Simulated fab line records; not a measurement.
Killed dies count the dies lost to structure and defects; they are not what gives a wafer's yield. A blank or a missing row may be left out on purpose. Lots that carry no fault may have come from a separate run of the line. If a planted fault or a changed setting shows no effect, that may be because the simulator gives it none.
What tool caused it? :: flow berkeley-cmos170 :: 14 lots, 42 wafers sampled, at 7 steps of a route of 331

## WHAT EACH GAUGE READ, for each wafer
UCB170_CONTACT_OVL_MEAS_16.
lot: L648
measured: day 6 18:54
on: overlay-02
CONTACT_OVL (nm): -2 -5 -2

lot: L647
measured: day 6 19:19
on: overlay-02
CONTACT_OVL (nm): -3 -2 1

lot: L650
measured: day 7 15:12
on: overlay-02
CONTACT_OVL (nm): -3 -5 2

lot: L651
measured: day 7 16:33
on: overlay-01
CONTACT_OVL (nm): -1 2 -3

lot: L653
measured: day 8 02:37
on: overlay-01
CONTACT_OVL (nm): -1 2 -5

lot: L654
measured: day 8 17:26
on: overlay-02
CONTACT_OVL (nm): -4 -11 -8

lot: L656
measured: day 8 17:36
on: overlay-01
CONTACT_OVL (nm): 0 -2 -6

lot: L662
measured: day 10 04:51
on: overlay-02
CONTACT_OVL (nm): -18 -18 -9

lot: L663
measured: day 10 05:47
on: overlay-02
CONTACT_OVL (nm): -9 -9 -12

lot: L664
measured: day 10 08:46
on: overlay-01
CONTACT_OVL (nm): -3 -5 -6

lot: L666
measured: day 11 00:06
on: overlay-02
CONTACT_OVL (nm): -6 -1 -7

lot: L667
measured: day 11 00:12
on: overlay-02
CONTACT_OVL (nm): -1 -1 0

lot: L668
measured: day 11 10:54
on: overlay-01
CONTACT_OVL (nm): 4 -1 0

lot: L670
measured: day 11 14:40
on: overlay-01
CONTACT_OVL (nm): -7 -5 -11

UCB170_M1_RS_MEAS_01: measures by four-point-probe.
lot: L648
measured: day 6 19:34
on: film-metro-03
M1_AL_RS (ohm/sq): 0.0483 0.0479 0.0482

lot: L647
measured: day 6 20:00
on: film-metro-03
M1_AL_RS (ohm/sq): 0.0488 0.0486 0.0485

lot: L650
measured: day 7 15:53
on: film-metro-04
M1_AL_RS (ohm/sq): 0.0482 0.0482 0.0477

lot: L651
measured: day 7 17:26
on: film-metro-04
M1_AL_RS (ohm/sq): 0.0483 0.0491 0.0483

lot: L653
measured: day 8 03:34
on: film-metro-04
M1_AL_RS (ohm/sq): 0.0238 0.0237 0.0239

lot: L654
measured: day 8 20:12
on: film-metro-03
M1_AL_RS (ohm/sq): 0.0488 0.0497 0.0496

lot: L656
measured: day 8 20:11
on: film-metro-04
M1_AL_RS (ohm/sq): 0.0484 0.0491 0.0486

lot: L662
measured: day 10 05:32
on: film-metro-03
M1_AL_RS (ohm/sq): 0.0484 0.0480 0.0487

lot: L663
measured: day 10 06:41
on: film-metro-04
M1_AL_RS (ohm/sq): 0.0238 0.0238 0.0238

lot: L664
measured: day 10 09:27
on: film-metro-02
M1_AL_RS (ohm/sq): 0.0478 0.0480 0.0476

lot: L666
measured: day 11 01:01
on: film-metro-02
M1_AL_RS (ohm/sq): 0.0477 0.0484 0.0481

lot: L667
measured: day 11 01:01
on: film-metro-03
M1_AL_RS (ohm/sq): 0.0485 0.0478 0.0483

lot: L668
measured: day 11 11:34
on: film-metro-04
M1_AL_RS (ohm/sq): 0.0477 0.0478 0.0480

lot: L670
measured: day 11 16:12
on: film-metro-04
M1_AL_RS (ohm/sq): 0.0494 0.0486 0.0483

UCB170_M1_THK_MEAS_02: measures by xrf.
lot: L648
measured: day 6 19:41
on: film-metro-03
M1_AL_THK (nm): 608 608 605

lot: L647
measured: day 6 20:06
on: film-metro-03
M1_AL_THK (nm): 604 604 605

lot: L650
measured: day 7 16:00
on: film-metro-04
M1_AL_THK (nm): 601 605 609

lot: L651
measured: day 7 17:32
on: film-metro-04
M1_AL_THK (nm): 602 596 605

lot: L653
measured: day 8 03:40
on: film-metro-04
M1_AL_THK (nm): 1221 1220 1211

lot: L654
measured: day 8 20:18
on: film-metro-03
M1_AL_THK (nm): 601 592 593

lot: L656
measured: day 8 20:17
on: film-metro-04
M1_AL_THK (nm): 607 594 602

lot: L662
measured: day 10 05:38
on: film-metro-03
M1_AL_THK (nm): 608 614 606

lot: L663
measured: day 10 06:48
on: film-metro-04
M1_AL_THK (nm): 1228 1219 1216

lot: L664
measured: day 10 09:34
on: film-metro-02
M1_AL_THK (nm): 612 615 615

lot: L666
measured: day 11 01:08
on: film-metro-02
M1_AL_THK (nm): 612 604 610

lot: L667
measured: day 11 01:08
on: film-metro-03
M1_AL_THK (nm): 605 614 605

lot: L668
measured: day 11 11:41
on: film-metro-04
M1_AL_THK (nm): 614 614 613

lot: L670
measured: day 11 16:19
on: film-metro-04
M1_AL_THK (nm): 594 604 604

UCB170_V1_THK_MEAS_01.
lot: L648
measured: day 7 02:30
on: film-metro-04
V1_TEOS_THK (nm): 2000 2011 2010

lot: L647
measured: day 7 02:31
on: film-metro-01
V1_TEOS_THK (nm): 2008 2038 2035

lot: L650
measured: day 8 02:11
on: film-metro-04
V1_TEOS_THK (nm): 2021 2009 2007

lot: L651
measured: day 8 02:12
on: film-metro-02
V1_TEOS_THK (nm): 1985 2050 2015

lot: L654
measured: day 9 00:24
on: film-metro-04
V1_TEOS_THK (nm): 1960 1973 1996

lot: L656
measured: day 9 00:23
on: film-metro-02
V1_TEOS_THK (nm): 2007 1999 1997

lot: L662
measured: day 10 11:37
on: film-metro-01
V1_TEOS_THK (nm): 2036 2046 2048

lot: L664
measured: day 10 14:27
on: film-metro-02
V1_TEOS_THK (nm): 2005 1965 2000

lot: L666
measured: day 11 06:36
on: film-metro-01
V1_TEOS_THK (nm): 1973 1990 2021

lot: L667
measured: day 11 06:27
on: film-metro-01
V1_TEOS_THK (nm): 1994 2030 2018

lot: L668
measured: day 11 17:02
on: film-metro-04
V1_TEOS_THK (nm): 1941 1986 2021

lot: L670
measured: day 11 21:23
on: film-metro-01
V1_TEOS_THK (nm): 1952 2012 1998

## EACH LOT AND THE TOOL THAT RAN IT (in order: tool; ch and the chambers of the sampled wafers; start)
lot: L648
UCB170_M1_SPUTTER_00: pvd-sputter-03, day 6 19:31
UCB170_M1_METAL_ETCH_12: rie-metal-03 ch 0,1, day 6 21:36
UCB170_M1_STRIP_13: plasma-asher-03 ch 0,1, day 6 21:44

lot: L647
UCB170_M1_SPUTTER_00: pvd-sputter-01, day 6 19:54
UCB170_M1_METAL_ETCH_12: rie-metal-04 ch 0,1, day 6 21:46
UCB170_M1_STRIP_13: plasma-asher-02 ch 0,1, day 6 21:53

lot: L650
UCB170_M1_SPUTTER_00: pvd-sputter-02, day 7 15:49
UCB170_M1_METAL_ETCH_12: rie-metal-04 ch 0, day 7 17:27
UCB170_M1_STRIP_13: plasma-asher-03 ch 0,1, day 7 17:43

lot: L651
UCB170_M1_SPUTTER_00: pvd-sputter-01, day 7 17:20
UCB170_M1_METAL_ETCH_12: rie-metal-02 ch 0,1, day 7 18:40
UCB170_M1_STRIP_13: plasma-asher-04 ch 0,1, day 7 18:47

lot: L653
UCB170_M1_SPUTTER_00: pvd-sputter-01, day 8 03:14
UCB170_M1_METAL_ETCH_12: rie-metal-04 ch 0, day 8 05:18
UCB170_M1_STRIP_13: plasma-asher-04 ch 0,1, day 8 05:28

lot: L654
UCB170_M1_SPUTTER_00: pvd-sputter-01, day 8 20:06
UCB170_M1_METAL_ETCH_12: rie-metal-02 ch 0,1, day 8 21:33
UCB170_M1_STRIP_13: plasma-asher-03 ch 0,1, day 8 21:40

lot: L656
UCB170_M1_SPUTTER_00: pvd-sputter-02, day 8 20:06
UCB170_M1_METAL_ETCH_12: rie-metal-03 ch 0,1, day 8 21:45
UCB170_M1_STRIP_13: plasma-asher-02 ch 0, day 8 21:53

lot: L662
UCB170_M1_SPUTTER_00: pvd-sputter-02, day 10 05:26
UCB170_M1_METAL_ETCH_12: rie-metal-03 ch 0,1, day 10 07:11
UCB170_M1_STRIP_13: plasma-asher-02 ch 0,1, day 10 07:18

lot: L663
UCB170_M1_SPUTTER_00: pvd-sputter-01, day 10 06:23
UCB170_M1_METAL_ETCH_12: rie-metal-04 ch 0, day 10 08:14
UCB170_M1_STRIP_13: plasma-asher-03 ch 0,1, day 10 08:22

lot: L664
UCB170_M1_SPUTTER_00: pvd-sputter-03, day 10 09:22
UCB170_M1_METAL_ETCH_12: rie-metal-02 ch 0,1, day 10 10:39
UCB170_M1_STRIP_13: plasma-asher-03 ch 0,1, day 10 10:47

lot: L666
UCB170_M1_SPUTTER_00: pvd-sputter-01, day 11 00:57
UCB170_M1_METAL_ETCH_12: rie-metal-03 ch 0,1, day 11 03:28
UCB170_M1_STRIP_13: plasma-asher-02 ch 0,1, day 11 03:35

lot: L667
UCB170_M1_SPUTTER_00: pvd-sputter-03, day 11 00:57
UCB170_M1_METAL_ETCH_12: rie-metal-02 ch 0,1, day 11 03:23
UCB170_M1_STRIP_13: plasma-asher-03 ch 0,1, day 11 03:31

lot: L668
UCB170_M1_SPUTTER_00: pvd-sputter-01, day 11 11:30
UCB170_M1_METAL_ETCH_12: rie-metal-04 ch 0,1, day 11 13:11
UCB170_M1_STRIP_13: plasma-asher-04 ch 0,1, day 11 13:19

lot: L670
UCB170_M1_SPUTTER_00: pvd-sputter-02, day 11 16:07
UCB170_M1_METAL_ETCH_12: rie-metal-02 ch 0,1, day 11 17:47
UCB170_M1_STRIP_13: plasma-asher-02 ch 0,1, day 11 17:55
- UCB170_M1_SPUTTER_00: material Al, target thk 600 nm, time 80 s.
- UCB170_M1_METAL_ETCH_12: etches Al in Cl2/BCl3, stops on PSG, target depth 780 nm, time 130 s.
- UCB170_M1_STRIP_13: strips in O2.

## WHAT THE TOOLS THEMSELVES READ (means of the sampled wafers that have a number; where no wafer has one, the mark that the record gives instead)
UCB170_M1_SPUTTER_00.
lot: L648
tool: pvd-sputter-03
throttle-valve-pct (%): 31.2

lot: L647
tool: pvd-sputter-01
throttle-valve-pct (%): 30.5

lot: L650
tool: pvd-sputter-02
throttle-valve-pct (%): 30.8

lot: L651
tool: pvd-sputter-01
throttle-valve-pct (%): 29.9

lot: L653
tool: pvd-sputter-01
throttle-valve-pct (%): 29.9

lot: L654
tool: pvd-sputter-01
throttle-valve-pct (%): 30.1

lot: L656
tool: pvd-sputter-02
throttle-valve-pct (%): 30.9

lot: L662
tool: pvd-sputter-02
throttle-valve-pct (%): 30.0

lot: L663
tool: pvd-sputter-01
throttle-valve-pct (%): 31.2

lot: L664
tool: pvd-sputter-03
throttle-valve-pct (%): 31.5

lot: L666
tool: pvd-sputter-01
throttle-valve-pct (%): 30.2

lot: L667
tool: pvd-sputter-03
throttle-valve-pct (%): 30.4

lot: L668
tool: pvd-sputter-01
throttle-valve-pct (%): 29.9

lot: L670
tool: pvd-sputter-02
throttle-valve-pct (%): 30.2

UCB170_M1_METAL_ETCH_12.
lot: L648
tool: rie-metal-03
drypump-motor-current-A (A): 6.3
oes-product-au (a.u.): 0.856
throttle-valve-pct (%): 24.41

lot: L647
tool: rie-metal-04
drypump-motor-current-A (A): 5.1
oes-product-au (a.u.): 0.852
throttle-valve-pct (%): 24.27

lot: L650
tool: rie-metal-04
drypump-motor-current-A (A): 5.1
oes-product-au (a.u.): 0.865
throttle-valve-pct (%): 24.23

lot: L651
tool: rie-metal-02
drypump-motor-current-A (A): 5.8
oes-product-au (a.u.): 0.868
throttle-valve-pct (%): 24.51

lot: L653
tool: rie-metal-04
drypump-motor-current-A (A): 5.1
oes-product-au (a.u.): 1.021
throttle-valve-pct (%): 24.15

lot: L654
tool: rie-metal-02
drypump-motor-current-A (A): 5.9
oes-product-au (a.u.): 0.864
throttle-valve-pct (%): 24.38

lot: L656
tool: rie-metal-03
drypump-motor-current-A (A): 6.3
oes-product-au (a.u.): 0.856
throttle-valve-pct (%): 24.47

lot: L662
tool: rie-metal-03
drypump-motor-current-A (A): 6.1
oes-product-au (a.u.): 0.860
throttle-valve-pct (%): 24.42

lot: L663
tool: rie-metal-04
drypump-motor-current-A (A): 5.1
oes-product-au (a.u.): 1.021
throttle-valve-pct (%): 24.16

lot: L664
tool: rie-metal-02
drypump-motor-current-A (A): 5.9
oes-product-au (a.u.): 0.876
throttle-valve-pct (%): 24.38

lot: L666
tool: rie-metal-03
drypump-motor-current-A (A): 6.0
oes-product-au (a.u.): 0.857
throttle-valve-pct (%): 24.42

lot: L667
tool: rie-metal-02
drypump-motor-current-A (A): 5.9
oes-product-au (a.u.): 0.872
throttle-valve-pct (%): 24.38

lot: L668
tool: rie-metal-04
drypump-motor-current-A (A): 5.2
oes-product-au (a.u.): 0.847
throttle-valve-pct (%): 24.23

lot: L670
tool: rie-metal-02
drypump-motor-current-A (A): 5.8
oes-product-au (a.u.): 0.860
throttle-valve-pct (%): 24.52

UCB170_M1_STRIP_13.
lot: L648
tool: plasma-asher-03
drypump-motor-current-A (A): 6.0
oes-product-au (a.u.): 0.722

lot: L647
tool: plasma-asher-02
drypump-motor-current-A (A): 5.7
oes-product-au (a.u.): 0.725

lot: L650
tool: plasma-asher-03
drypump-motor-current-A (A): 5.7
oes-product-au (a.u.): 0.718

lot: L651
tool: plasma-asher-04
drypump-motor-current-A (A): 5.1
oes-product-au (a.u.): 0.724

lot: L653
tool: plasma-asher-04
drypump-motor-current-A (A): 5.1
oes-product-au (a.u.): 0.718

lot: L654
tool: plasma-asher-03
drypump-motor-current-A (A): 5.9
oes-product-au (a.u.): 0.717

lot: L656
tool: plasma-asher-02
drypump-motor-current-A (A): 5.2
oes-product-au (a.u.): 0.725

lot: L662
tool: plasma-asher-02
drypump-motor-current-A (A): 5.6
oes-product-au (a.u.): 0.719

lot: L663
tool: plasma-asher-03
drypump-motor-current-A (A): 5.9
oes-product-au (a.u.): 0.717

lot: L664
tool: plasma-asher-03
drypump-motor-current-A (A): 5.7
oes-product-au (a.u.): 0.719

lot: L666
tool: plasma-asher-02
drypump-motor-current-A (A): 5.4
oes-product-au (a.u.): 0.717

lot: L667
tool: plasma-asher-03
drypump-motor-current-A (A): 5.7
oes-product-au (a.u.): 0.718

lot: L668
tool: plasma-asher-04
drypump-motor-current-A (A): 5.6
oes-product-au (a.u.): 0.720

lot: L670
tool: plasma-asher-02
drypump-motor-current-A (A): 5.4
oes-product-au (a.u.): 0.720

## THE ANSWER, worked out from the rows above alone
Rule: the lots themselves supply what counts as usual. The widest of any qualifying gaps counts: lots, ordered by their means at a reading, are off when they make up no more than a third of the lots, leave a main group of 4 or more, and stand apart from it by 3 or more times the standard deviation of that group's means. If all means in a main group match to the digits the tables above print for the reading, that group is not used. Also off: a lot with no number at a reading for which 4 or more lots have one. Any other lot the step has rows for is counted as sound. After the gauges, taken in route order, come the tools' own readings; for these a lot's mean is taken, as printed above. The first step at which some lot is off is used, and at that step the reading that is off furthest; a lot without a number counts as furthest.
Off: L653, L663, at UCB170_M1_RS_MEAS_01 (M1_AL_RS). The main group has a mean of 0.0484 ohm/sq with a standard deviation of 0.00044.
A tool fits if, at a process step before that reading, it ran every lot that is off, and no sound lot after the first of them. Not tried: the gauges at UCB170_M1_RS_MEAS_01; whatever is off there is also off at UCB170_M1_METAL_ETCH_12, on other tools, and gauge error can't account for it. None of those tried fits.

## WHAT THE SIMULATOR HAD PUT IN
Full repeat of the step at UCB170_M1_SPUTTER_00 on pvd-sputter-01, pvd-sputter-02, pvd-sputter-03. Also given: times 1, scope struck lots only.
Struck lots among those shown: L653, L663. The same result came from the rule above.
